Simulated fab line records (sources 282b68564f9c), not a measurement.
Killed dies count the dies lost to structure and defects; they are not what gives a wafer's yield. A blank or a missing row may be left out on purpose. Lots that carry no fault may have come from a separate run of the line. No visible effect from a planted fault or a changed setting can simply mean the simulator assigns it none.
Matching of chambers	flow rit cmos	wet bench-02 running RIT_FOX1_WET_ETCH_02: 3 sister chambers
The step etches SiO2 in BOE, target depth 350 nm, time 390 s. 3 wafers are shown with their chamber, then 5 later ones without.

WAFERS WITH THEIR CHAMBER
wafer	chamber	run length s (s)
L514.3	1	416.3
L526.4	3	416.7
L527.1	0	416.4

WAFERS MISSING THEIR CHAMBER
wafer	run length s (s)
L527.4	416.4
L527.5	416.4
L530.2	416.6
L530.4	416.6
L530.6	416.6

THE CHAMBER EACH PASSED THROUGH
wafer	from the rows above	in truth
L527.4	can't be placed: 0 or 1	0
L527.5	can't be placed: 0 or 1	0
L530.2	can't be placed: 3 or 0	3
L530.4	can't be placed: 3 or 0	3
L530.6	can't be placed: 3 or 0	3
Correctly placed: 0 of 5. Unplaceable from these rows: 5, with the true chamber sitting among the candidates in 5. Number placed wrongly: 0.
How it was worked out, from the rows above alone: a wafer's distance from a chamber is the root of the sum, over the readings, of the square of ((its reading less the chamber's mean) divided by the reading's scatter). The wafer belongs to the nearest chamber; if the next one is less than 2 further off, it can't be placed. The mean given for a chamber averages the wafers shown for that chamber. The scatter: with one shown wafer a chamber, the root of the mean of the squares of how far each hidden wafer lies from its nearest shown one.
